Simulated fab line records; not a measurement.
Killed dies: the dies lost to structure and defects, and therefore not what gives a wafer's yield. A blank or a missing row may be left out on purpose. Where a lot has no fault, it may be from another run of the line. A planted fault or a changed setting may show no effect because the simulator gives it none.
fab line records	flow berkeley-cmos170
[record] lots = 14	wafers = 42	last-day = 12
route steps=331 shown NWELL@18 ACTIVE@66 PFIELD@87
lots with no fault: from the same line, run without faults
start-h: hours from the record's opening day to when the first of the lot's shown wafers began	wait-h: how many hours have passed since the lot's step before this one	" the same as in the row above	L1.1+2: one row covering several wafers at once	- value missing, or start not given	* or withheld: withheld	< > ~ a bound
route shown NAME@n: names a module that has steps shown in the file, with the first one's number in the route	usual: the fault-free wafers' mean and standard deviation	same: alike in all rows	chamber/n: place in a boat	sites: readings site by site	_std_site: standard deviation of those values	_edge_site: mean of outer sites minus mean of inner sites	radius-mm: for every site, how far away it sits from the centre of the wafer	mask NAME#n: copy n	behind: the tool/chamber that last shaped the wafer	hold: why the lot was held/for how many hours/how that ended	device: which transistor (n, p or np) failed to switch	end of line: the tests these same wafers got at the end of their route	a step without rows: its recipe alone	killed: count of dies lost to structure and defects at first sort (not the wafer's yield)	map: dies across one wafer; x = killed, . = not, _ = none there
set.NAME: the setting the step ran with; set.NAME@STEP: the setting that earlier step ran with	model.NAME: the simulator's own value behind a step, which no gauge read
route steps across a sampled set of lots; one table per step, one row per wafer
services: the hour from which a tool's chamber was out of use, counted from the record's first day as start-h (under 0 if before that day), plus the number of hours and why
[[steps]]
[step UCB170_NWELL_CVD_04]
[recipe] material = Si3N4	target-thk-nm = 224	temp-c = 800	precursor = SiH2Cl2/NH3	time-s = 3360	pressure-mtorr = 200	sih2cl2-flow-sccm = 25	nh3-flow-sccm = 75
[usual] pressure-mtorr = 200.0/0.4	spike-tc-centre-C = 803.0/1.5	spike-tc-load-C = 823.5/2.5	spike-tc-source-C = 823.0/2.6	susceptor-temp-C = 800.0/0.32	zone-power-load-pct = 19.4/0.87	zone-power-source-pct = 20.2/1.5
lot.wafer	tool	chamber	start-h	wait-h	pressure-mtorr	spike-tc-centre-C	spike-tc-load-C	spike-tc-source-C	susceptor-temp-C	zone-power-load-pct	zone-power-source-pct
L862.2	lpcvd-01	0	28.81	1.2	199.2	804.0	819.8	820.9	800.2	18.0	18.9
L862.3	"	0	"	"	199.8	806.0	821.0	822.0	800.2	18.4	19.1
L862.6	"	0	"	"	199.8	803.3	821.6	822.1	799.6	17.9	19.0
L863.1	lpcvd-01	1	36.93	0.0	199.8	806.3	823.0	826.2	800.2	20.4	21.3
L863.4	"	1	"	"	200.0	804.9	822.8	826.1	799.9	20.3	20.6
L863.5	"	1	"	"	199.9	803.3	822.6	825.3	799.7	20.1	21.0
L864.2	lpcvd-01	1	43.83	0.0	200.4	805.3	822.8	825.4	799.9	20.0	20.9
L864.4	"	1	"	"	200.1	804.9	825.3	825.7	800.1	19.7	20.4
L864.5	"	1	"	"	200.4	804.8	823.2	824.2	799.9	19.8	21.2
L865.1	lpcvd-01	0	43.83	0.0	200.2	801.8	822.5	821.5	800.0	17.9	19.0
L865.2	"	0	"	"	199.6	804.6	820.7	820.9	800.3	18.0	19.0
L865.5	"	0	"	"	199.3	801.8	821.2	820.0	800.0	18.1	19.1
L866.3	lpcvd-01	0	53.43	0.6	199.8	802.5	821.7	822.9	799.7	18.1	18.8
L866.4	"	0	"	"	199.5	803.6	821.7	821.9	800.0	18.0	19.5
L866.5	"	0	"	"	199.8	804.2	823.5	821.6	799.6	18.1	19.0
L867.2	lpcvd-01	0	53.43	0.6	199.5	803.1	819.7	820.6	800.1	17.9	18.9
L867.3	"	0	"	"	199.7	802.9	820.4	822.5	800.4	18.0	19.0
L867.5	"	0	"	"	199.9	801.9	824.0	821.1	800.2	18.2	19.4
L868.1	lpcvd-01	1	62.85	0.0	200.3	856.0	875.6	878.0	851.7	23.0	24.4
L868.4	"	1	"	"	199.9	855.2	875.5	877.1	851.7	23.1	24.2
L868.5	"	1	"	"	199.5	857.3	878.3	876.4	851.2	23.0	24.0
L869.3	lpcvd-01	1	62.85	0.0	200.0	855.8	873.3	877.1	851.0	22.9	23.7
L869.4	"	1	"	"	200.2	856.1	875.0	876.6	851.5	23.1	23.9
L869.6	"	1	"	"	199.7	855.9	873.9	877.3	851.7	23.2	24.1
L871.3	lpcvd-02	0	80.90	0.7	199.9	800.4	827.1	825.4	800.7	19.9	22.2
L871.4	"	0	"	"	200.5	803.3	827.3	825.1	800.0	20.1	22.2
L871.5	"	0	"	"	200.0	801.6	828.7	825.8	799.6	19.8	22.1
L879.1	lpcvd-02	1	118.64	0.0	200.1	803.9	822.6	819.6	800.2	19.9	18.9
L879.4	"	1	"	"	199.7	802.6	822.4	819.5	800.0	19.9	18.8
L879.5	"	1	"	"	200.1	802.8	822.4	821.3	799.9	20.2	18.6
L880.4	lpcvd-02	1	118.64	0.0	200.5	802.8	821.4	822.2	800.6	20.1	18.5
L880.5	"	1	"	"	200.5	804.4	822.1	820.4	800.4	20.2	18.9
L880.6	"	1	"	"	200.2	801.4	820.9	820.9	800.0	20.1	18.6
L882.2	lpcvd-02	0	128.92	1.7	200.1	802.1	827.9	826.3	800.2	19.6	22.3
L882.3	"	0	"	"	199.4	800.6	827.1	825.8	799.8	20.1	22.1
L882.5	"	0	"	"	199.8	801.6	827.3	824.6	800.0	19.8	22.0
L883.1	lpcvd-02	0	136.20	0.9	200.5	801.3	827.8	826.3	799.8	20.0	22.0
L883.3	"	0	"	"	199.6	800.5	825.8	826.3	800.0	19.7	22.5
L883.5	"	0	"	"	200.1	802.6	826.0	826.2	800.2	19.8	22.6
L885.2	lpcvd-01	0	146.83	0.0	200.9	804.2	820.8	821.7	799.4	18.1	19.1
L885.3	"	0	"	"	199.8	805.0	823.0	822.5	799.5	17.7	19.1
L885.6	"	0	"	"	200.2	801.5	820.3	819.3	800.2	17.9	19.3
[step UCB170_NWELL_THK_MEAS_05]
[recipe] reads = Si3N4_of_NWELL_CVD_04
[usual] NWELL_NITRIDE_THK = 223.5/2.6
lot.wafer	tool	chamber	start-h	wait-h	NWELL_NITRIDE_THK[nm]
L862.2	film-metro-01	-	30.76	0.0	222.7
L862.3	"	-	"	"	225.2
L862.6	"	-	"	"	222.3
L863.1	film-metro-02	-	38.86	0.0	225.5
L863.4	"	-	"	"	224.7
L863.5	"	-	"	"	223.7
L864.2	film-metro-01	-	45.77	0.0	225.4
L864.4	"	-	"	"	224.8
L864.5	"	-	"	"	225.4
L865.1	film-metro-02	-	45.81	0.0	222.4
L865.2	"	-	"	"	223.5
L865.5	"	-	"	"	224.8
L867.2	film-metro-02	-	55.37	0.0	229.2
L867.3	"	-	"	"	228.6
L867.5	"	-	"	"	227.0
L866.3	film-metro-01	-	55.38	0.0	228.2
L866.4	"	-	"	"	228.1
L866.5	"	-	"	"	227.1
L868.1	film-metro-01	-	64.78	0.0	379.1
L868.4	"	-	"	"	379.0
L868.5	"	-	"	"	379.4
L869.3	film-metro-01	-	64.86	0.1	379.3
L869.4	"	-	"	"	378.4
L869.6	"	-	"	"	377.6
L871.3	film-metro-01	-	82.85	0.0	219.9
L871.4	"	-	"	"	224.4
L871.5	"	-	"	"	223.2
L879.1	film-metro-02	-	120.57	0.0	220.4
L879.4	"	-	"	"	223.2
L879.5	"	-	"	"	220.4
L880.4	film-metro-04	-	120.60	0.0	224.1
L880.5	"	-	"	"	220.5
L880.6	"	-	"	"	221.9
L882.2	film-metro-02	-	130.86	0.0	222.8
L882.3	"	-	"	"	225.5
L882.5	"	-	"	"	223.0
L883.1	film-metro-02	-	138.13	0.0	220.6
L883.3	"	-	"	"	222.9
L883.5	"	-	"	"	222.9
L885.2	film-metro-02	-	148.84	0.1	222.4
L885.3	"	-	"	"	224.0
L885.6	"	-	"	"	222.6
[step UCB170_NWELL_ETCH_13]
[recipe] chemistry = CH3F/Ar/O2	target = Si3N4	stop-on = SiO2	CH3F_flow_sccm = 20	Ar_flow_sccm = 50	O2_flow_sccm = 7	pressure-mtorr = 50	rf-w = 450	target-depth-a = 2464	over-etch-frac = 0.1	time-s = 154
[usual] drypump-motor-current-A = 5.5/0.34	oes-product-au = 0.940/0.016	throttle-valve-pct = 8.01/0.13
lot.wafer	tool	chamber	start-h	wait-h	drypump-motor-current-A	oes-product-au	rf-hours-counter-h	throttle-valve-pct
L862.2	rie-diel-01	1	31.81	0.0	5.3	0.936	10	7.80
L862.3	"	2	"	"	5.7	0.960	6	8.17
L862.6	"	3	"	"	5.4	0.915	-	7.99
L863.1	rie-diel-02	2	39.92	0.0	5.9	0.944	119	8.08
L863.4	"	3	"	"	5.5	0.919	134	7.96
L863.5	"	0	"	"	5.0	0.948	-	7.91
L864.2	rie-diel-02	2	47.16	0.0	5.9	0.943	119	8.07
L864.4	"	0	"	"	5.0	0.946	79	7.90
L864.5	"	1	"	"	5.4	0.946	-	8.02
L865.1	rie-diel-01	2	47.43	0.0	5.6	0.948	7	8.16
L865.2	"	1	"	"	5.2	0.931	12	7.79
L865.5	"	3	"	"	5.3	0.912	-	8.02
L866.3	rie-diel-01	1	56.30	0.0	5.3	0.950	12	7.80
L866.4	"	3	"	"	5.3	0.927	105	8.01
L866.5	"	0	"	"	5.9	0.956	-	7.83
L867.2	rie-diel-03	0	56.57	0.0	5.4	0.965	121	7.90
L867.3	"	3	"	"	5.0	0.983	12	8.12
L867.5	"	0	"	"	5.4	0.949	-	7.92
L868.1	rie-diel-02	0	65.94	0.0	5.0	1.006	79	7.91
L868.4	"	0	"	"	5.0	1.008	-	7.92
L868.5	"	1	"	"	5.4	1.010	-	8.03
L869.3	rie-diel-03	1	66.05	0.0	6.1	1.007	131	8.15
L869.4	"	0	"	"	5.4	1.007	-	7.89
L869.6	"	3	"	"	5.0	1.030	-	8.12
L871.3	rie-diel-03	3	84.34	0.0	5.0	0.955	12	8.10
L871.4	"	1	"	"	6.1	0.952	132	8.12
L871.5	"	1	"	"	6.1	0.945	-	8.15
L879.1	rie-diel-01	3	121.51	0.0	5.4	0.915	108	8.02
L879.4	"	2	"	"	5.7	0.949	10	8.17
L879.5	"	3	"	"	5.4	0.907	-	8.02
L880.4	rie-diel-02	3	121.78	0.0	5.5	0.921	137	7.97
L880.5	"	0	"	"	5.0	0.942	-	7.89
L880.6	"	3	"	"	5.5	0.919	-	7.96
L882.2	rie-diel-03	2	131.79	0.0	5.4	0.934	61	8.21
L882.3	"	1	"	"	6.2	0.953	134	8.15
L882.5	"	3	"	"	5.0	0.958	-	8.11
L883.1	rie-diel-02	1	139.20	0.0	5.4	0.930	115	8.02
L883.3	"	2	"	"	6.0	0.943	124	8.07
L883.5	"	3	"	"	5.5	0.919	-	7.97
L885.2	rie-diel-03	3	150.10	0.0	5.1	0.967	15	8.11
L885.3	"	0	"	"	5.4	0.940	124	7.90
L885.6	"	0	"	"	5.5	0.939	-	7.91
[step UCB170_ACTIVE_THK_MEAS_06]
[recipe] reads = Si3N4_of_ACTIVE_CVD_05
[usual] ACTIVE_NITRIDE_THK = 218.0/2.3
lot.wafer	tool	chamber	start-h	wait-h	ACTIVE_NITRIDE_THK[nm]
L863.1	film-metro-02	-	83.99	0.0	216.7
L863.4	"	-	"	"	216.6
L863.5	"	-	"	"	218.0
L862.2	film-metro-03	-	84.00	0.0	222.3
L862.3	"	-	"	"	219.9
L862.6	"	-	"	"	219.9
L865.1	film-metro-03	-	92.69	0.0	222.1
L865.2	"	-	"	"	221.6
L865.5	"	-	"	"	219.4
L864.2	film-metro-01	-	92.70	0.0	217.8
L864.4	"	-	"	"	219.7
L864.5	"	-	"	"	217.7
L867.2	film-metro-03	-	103.38	0.0	216.4
L867.3	"	-	"	"	215.7
L867.5	"	-	"	"	216.7
L866.3	film-metro-02	-	103.39	0.0	216.4
L866.4	"	-	"	"	216.1
L866.5	"	-	"	"	217.1
L871.3	film-metro-02	-	128.94	0.0	219.1
L871.4	"	-	"	"	219.1
L871.5	"	-	"	"	216.9
L879.1	film-metro-01	-	175.02	0.0	214.2
L879.4	"	-	"	"	215.9
L879.5	"	-	"	"	214.8
L880.4	film-metro-02	-	175.05	0.0	216.7
L880.5	"	-	"	"	219.1
L880.6	"	-	"	"	219.1
L883.1	film-metro-03	-	190.12	0.0	218.8
L883.3	"	-	"	"	220.4
L883.5	"	-	"	"	219.9
L882.2	film-metro-02	-	190.13	0.0	214.1
L882.3	"	-	"	"	215.1
L882.5	"	-	"	"	214.6
L885.2	film-metro-01	-	196.63	0.0	218.6
L885.3	"	-	"	"	219.7
L885.6	"	-	"	"	218.5
[step UCB170_PFIELD_STRIP_08]
[recipe] chemistry = O2	power-w = 400	pressure-mtorr = 3500	platen-temp-c = withheld	o2-flow-sccm = 400	overash-fraction = 0.5
[usual] drypump-motor-current-A = 5.59/0.29	oes-product-au = 0.735/0.0044	strip-time-to-endpoint-s = 21.61/0.086
lot.wafer	tool	chamber	start-h	wait-h	drypump-motor-current-A	oes-product-au	rf-hours-counter-h	strip-time-to-endpoint-s
L862.2	plasma-asher-03	0	90.53	0.1	5.75	0.736	35	21.72
L862.3	"	0	"	"	5.72	0.738	-	21.74
L862.6	"	0	"	"	5.72	0.742	-	21.76
L863.1	plasma-asher-03	1	91.00	0.1	5.97	0.730	35	21.65
L863.4	"	0	"	"	5.72	0.737	-	21.61
L863.5	"	1	"	"	5.94	0.737	-	21.63
L864.2	plasma-asher-03	0	96.88	0.1	5.75	0.733	36	21.62
L864.4	"	0	"	"	5.73	0.731	-	21.64
L864.5	"	1	"	"	5.95	0.724	-	21.70
L865.1	plasma-asher-02	1	97.12	0.1	5.94	0.738	40	21.66
L865.2	"	0	"	"	5.67	0.737	40	21.64
L865.5	"	1	"	"	5.94	0.732	-	21.72
L867.2	plasma-asher-02	0	108.84	0.1	5.70	0.741	41	21.65
L867.3	"	1	"	"	5.94	0.723	-	21.63
L867.5	"	1	"	"	5.94	0.727	-	21.65
L866.3	plasma-asher-04	0	109.15	0.1	5.45	0.728	-	21.56
L866.4	"	1	"	"	5.18	0.738	-	21.58
L866.5	"	0	"	"	5.44	0.738	-	21.56
L871.3	plasma-asher-04	0	133.31	0.1	5.45	0.735	-	21.65
L871.4	"	1	"	"	5.20	0.741	-	21.67
L871.5	"	1	"	"	5.18	0.729	-	21.75
L880.4	plasma-asher-03	0	178.96	0.1	5.71	0.739	-	21.58
L880.5	"	0	"	"	5.71	0.743	-	21.65
L880.6	"	1	"	"	5.94	0.738	-	21.65
L879.1	plasma-asher-04	0	179.07	0.1	5.41	0.730	40	21.49
L879.4	"	1	"	"	5.16	0.735	-	21.51
L879.5	"	1	"	"	5.19	0.731	-	21.45
L882.2	plasma-asher-02	1	193.50	0.1	5.92	0.740	50	21.68
L882.3	"	1	"	"	5.92	0.733	-	21.72
L882.5	"	1	"	"	5.94	0.738	-	21.63
L883.1	plasma-asher-04	0	194.11	0.1	5.43	0.730	42	21.60
L883.3	"	0	"	"	5.44	0.738	-	21.59
L883.5	"	1	"	"	5.17	0.741	-	21.65
L885.2	plasma-asher-04	0	199.96	0.1	5.44	0.741	43	21.55
L885.3	"	0	"	"	5.45	0.731	-	21.55
L885.6	"	1	"	"	5.20	0.731	-	21.59
[step UCB170_PFIELD_TW_MEAS_09]
[usual] PFIELD_TW = 599/5.2
lot.wafer	tool	chamber	start-h	wait-h	PFIELD_TW
L862.2	film-metro-01	-	90.65	0.1	606
L862.3	"	-	"	"	603
L862.6	"	-	"	"	608
L863.1	film-metro-02	-	91.12	0.1	593
L863.4	"	-	"	"	595
L863.5	"	-	"	"	597
L864.2	film-metro-02	-	97.01	0.1	598
L864.4	"	-	"	"	597
L864.5	"	-	"	"	594
L865.1	film-metro-02	-	97.22	0.1	597
L865.2	"	-	"	"	594
L865.5	"	-	"	"	594
L867.2	film-metro-01	-	108.95	0.1	604
L867.3	"	-	"	"	606
L867.5	"	-	"	"	607
L866.3	film-metro-01	-	109.23	0.1	612
L866.4	"	-	"	"	607
L866.5	"	-	"	"	606
L871.3	film-metro-02	-	133.40	0.1	595
L871.4	"	-	"	"	595
L871.5	"	-	"	"	598
L880.4	film-metro-01	-	179.05	0.1	602
L880.5	"	-	"	"	603
L880.6	"	-	"	"	604
L879.1	film-metro-02	-	179.17	0.1	594
L879.4	"	-	"	"	594
L879.5	"	-	"	"	593
L882.2	film-metro-02	-	193.61	0.1	596
L882.3	"	-	"	"	594
L882.5	"	-	"	"	594
L883.1	film-metro-01	-	194.21	0.1	601
L883.3	"	-	"	"	604
L883.5	"	-	"	"	598
L885.2	film-metro-04	-	200.07	0.1	594
L885.3	"	-	"	"	594
L885.6	"	-	"	"	595
[[services]]
tool	chamber	start-h	hours	kind
plasma-asher-03	-	18.87	3.0	repair
plasma-asher-03	-	29.00	15.6	pm
rie-diel-01	2	32.36	7.6	repair
rie-diel-01	0	39.95	-	clean
rie-diel-01	0	39.95	13.0	scheduled-down
rie-diel-01	0	39.95	13.0	vent-cycle
rie-diel-03	-	41.19	14.6	pm
plasma-asher-02	-	42.24	1.2	repair
rie-diel-02	3	56.35	21.0	repair
rie-diel-03	2	64.03	10.9	repair
plasma-asher-02	-	71.74	2.8	repair
lpcvd-02	-	134.06	2.1	repair
plasma-asher-04	-	137.57	0.8	repair
rie-diel-03	-	138.94	2.6	repair
rie-diel-02	2	142.52	12.7	repair
lpcvd-02	-	164.44	4.3	pm
rie-diel-03	1	176.01	3.8	repair
rie-diel-02	3	188.18	9.8	repair
lpcvd-01	-	188.23	6.1	pm
rie-diel-03	1	188.50	4.7	repair
plasma-asher-03	-	189.73	14.6	pm
[[key]]
[first-sign] step = UCB170_NWELL_CVD_04	reading = susceptor-temp-C	direction = up	sigmas = 99+	usual = *	struck = *
[effect] step = UCB170_NWELL_CVD_04	reading = spike-tc-centre-C	direction = up	sigmas = 35	usual = 803.0	struck = 856.1
[effect] step = UCB170_NWELL_THK_MEAS_05	reading = NWELL_NITRIDE_THK	direction = up	sigmas = 60	usual = 223.5	struck = 378.8
[effect] step = UCB170_NWELL_ETCH_13	reading = oes-product-au	direction = up	sigmas = 4.5	usual = 0.940	struck = 1.012
met-at UCB170_NWELL_CVD_04
struck-lots L868,L869
later-rows-left-out L868.1,L868.4,L868.5,L869.3,L869.4,L869.6
sort-left-out L868.1,L868.4,L868.5,L869.3,L869.4,L869.6
tester-left-out L868,L869
not-acting-at UCB170_ACTIVE_THK_MEAS_06,UCB170_PFIELD_STRIP_08,UCB170_PFIELD_TW_MEAS_09
onset-between 53.43 62.85
[fault] kind = process-parameter-drift	tool = lpcvd-01	chamber = -	onset-h = 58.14	steps = UCB170_NWELL_CVD_04	channel = temp-c	offset = *	shape = step	end-h = 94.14	acts-in = *	stated = *
// tester-left-out: of these lots the tester's yield and bins aren't shown, on N5 and GAA mostly nor the transistor test; their killed dies are dies lost to structure and defects alone, not to doping, threshold or leakage, so they don't give the yield
// sort-left-out: the simulated sort isn't trusted on such a fault, so these wafers' sort isn't shown, and their yield isn't known
// later-rows-left-out: the simulator's readings of these wafers behind a module that went badly wrong aren't trusted and aren't shown, but for the sort
